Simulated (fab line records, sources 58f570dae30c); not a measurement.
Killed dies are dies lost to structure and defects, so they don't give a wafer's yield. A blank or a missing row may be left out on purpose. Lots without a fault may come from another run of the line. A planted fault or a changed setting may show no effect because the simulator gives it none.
One fault seen from 2 desks | flow berkeley_cmos170 | each desk has only its own numbers; what lay behind them comes last

THE METROLOGY DESK
What the gauges read, lot by lot, whatever tool the lot ran on: means of the sampled wafers that have a number. A lot is out of limits, marked OUT, if its mean lies more than 4 standard deviations from the usual mean; the brackets give that distance.
Columns: A = PFIELD_OVL at UCB170_PFIELD_OVL_MEAS_06, usual -1 nm; B = PSD_TW at UCB170_PSD_TW_MEAS_10, usual 2346; C = PSD_RS at UCB170_SDANNEAL_RS_MEAS_02, usual 75.50 ohm/sq
lot  | first seen here | A  | B              | C
L156 | day 4 13:17     | -4 | 2366           | 75.32
L157 | day 5 02:14     | 5  | 2336           | 75.70
L158 | day 5 11:24     | 1  | 2348           | 75.64
L160 | day 5 15:47     | 0  | 2328           | 75.67
L159 | day 5 16:04     | -4 | 2339           | 75.16
L162 | day 5 20:31     | -9 | 2349           | 75.22
L165 | day 6 08:32     | 2  | 2348           | 75.51
L164 | day 6 08:49     | -0 | 2336           | 76.01
L163 | day 6 08:49     | -7 | 2346           | 75.28
L166 | day 6 18:10     | 6  | 2358           | 75.23
L167 | day 6 18:54     | -3 | 2351           | 75.67
L168 | day 7 10:18     | -3 | 2094 (-18) OUT | 98.10 (+78) OUT
L170 | day 7 10:30     | 12 | 2094 (-18) OUT | 98.57 (+80) OUT
L169 | day 7 10:40     | 7  | 2071 (-20) OUT | 99.10 (+81) OUT
L177 | day 9 01:48     | -1 | 2349           | 75.39
This desk's finding: out of limits on L168, L169, L170; first on L168, day 9 18:39 (PSD_TW at UCB170_PSD_TW_MEAS_10). In limits: L156, L157, L158, L160, L159, L162, L165, L164, L163, L166, L167, L177.

THE TOOL OWNER'S DESK: implanter-04
The tool's own readings at UCB170_PSD_IMPLANT_08: means of the sampled wafers that have a number, for each lot that ran on this tool. A lot is out of limits, marked OUT, if its mean lies more than 4 standard deviations from the usual mean; the brackets give that distance.
Columns: A = dose_ions_cm2 at UCB170_PSD_IMPLANT_08, usual 3e+15; B = end_station_pressure_torr at UCB170_PSD_IMPLANT_08, usual 1.25e-05 Torr; C = faraday_current_uA at UCB170_PSD_IMPLANT_08, usual 9246
lot  | first seen here | A                       | B                   | C
L159 | day 7 21:56     | 3e+15                   | 1.25e-05            | 9357
L163 | day 8 14:43     | 3e+15                   | 1.24e-05            | 9209
L167 | day 9 06:12     | 3e+15                   | 1.31e-05            | 9336
L168 | day 9 18:24     | 2e+15 (-99 or more) OUT | 1.01e-05 (-4.1) OUT | 6207 (-17) OUT
L170 | day 9 18:33     | 2e+15 (-99 or more) OUT | 1.01e-05 (-4.0) OUT | 6232 (-17) OUT
L169 | day 9 18:51     | 2e+15 (-99 or more) OUT | 1.03e-05            | 6261 (-17) OUT
This desk's finding: out of limits on L168, L169, L170; first on L168, day 9 18:24 (dose_ions_cm2 at UCB170_PSD_IMPLANT_08). In limits: L159, L163, L167.

PUT TOGETHER
The tool owner's desk could have raised an alarm at day 9 18:24, on L168, L169, L170.
The metrology desk could have raised an alarm at day 9 18:39, on L168, L169, L170.
Of the lots named, all ran UCB170_PSD_IMPLANT_08 on implanter-04.

WHAT THE SIMULATOR HAD PUT IN
Process parameter drift: implanter-04, from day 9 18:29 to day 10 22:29, at UCB170_PSD_IMPLANT_08. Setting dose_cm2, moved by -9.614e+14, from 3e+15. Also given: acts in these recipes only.
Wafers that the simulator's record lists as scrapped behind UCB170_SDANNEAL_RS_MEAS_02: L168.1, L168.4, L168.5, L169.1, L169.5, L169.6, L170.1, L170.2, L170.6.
Lots struck among those shown: L168, L169, L170.
